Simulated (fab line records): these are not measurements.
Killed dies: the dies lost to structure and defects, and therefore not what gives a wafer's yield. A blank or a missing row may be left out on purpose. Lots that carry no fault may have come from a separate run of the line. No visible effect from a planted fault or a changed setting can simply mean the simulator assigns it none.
Chamber matching | flow berkeley cmos170 | 4 sister chambers for UCB170_ZERO_ETCH_06 on rie diel-01
The step etches SiO2 in CHF3/CF4/Ar, time 12 s. 8 wafers are shown with their chamber, then 7 later ones without.

## WAFERS PAIRED WITH THEIR CHAMBERS
wafer  | chamber | throttle valve pct (%) | oes product au (a.u.)
L634.1 | 3       | 9.24                   | 0.598
L634.3 | 2       | 9.23                   | 0.622
L634.5 | 2       | 9.23                   | 0.617
L639.4 | 0       | 9.21                   | 0.613
L639.5 | 0       | 9.22                   | 0.607
L639.6 | 1       | 9.15                   | 0.610
L643.1 | 3       | 9.24                   | 0.599
L643.2 | 1       | 9.16                   | 0.608

## WAFERS WHOSE CHAMBER IS MISSING
wafer  | throttle valve pct (%) | oes product au (a.u.)
L643.5 | 9.16                   | 0.611
L645.1 | 9.23                   | 0.597
L645.2 | 9.21                   | 0.620
L645.6 | 9.25                   | 0.610
L648.1 | 9.25                   | 0.616
L648.4 | 9.23                   | 0.601
L648.5 | 9.15                   | 0.606

## THE CHAMBER EACH PASSED THROUGH
wafer  | from the rows above     | in truth
L643.5 | 1                       | 1
L645.1 | 3                       | 3
L645.2 | can't be placed: 0 or 2 | 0
L645.6 | can't be placed: 3 or 2 | 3
L648.1 | 2                       | 2
L648.4 | 3                       | 3
L648.5 | 1                       | 1
Placed correctly: 5 of 7. These rows do not allow placing 2 (true chamber among the candidates in 2). Number placed wrongly: 0.
How it was worked out, from the rows above alone: a wafer's distance from a chamber is the root of the sum, over the readings, of the square of ((its reading less the chamber's mean) divided by the reading's scatter). If the next closest chamber is less than 2 further off than the closest, the wafer can't be placed; otherwise it belongs to the closest. A chamber's mean is the mean of its shown wafers. The scatter is the square root of a quotient: the sum, over the shown wafers, of each reading's squared deviation from its chamber's mean, divided by wafers minus chambers.
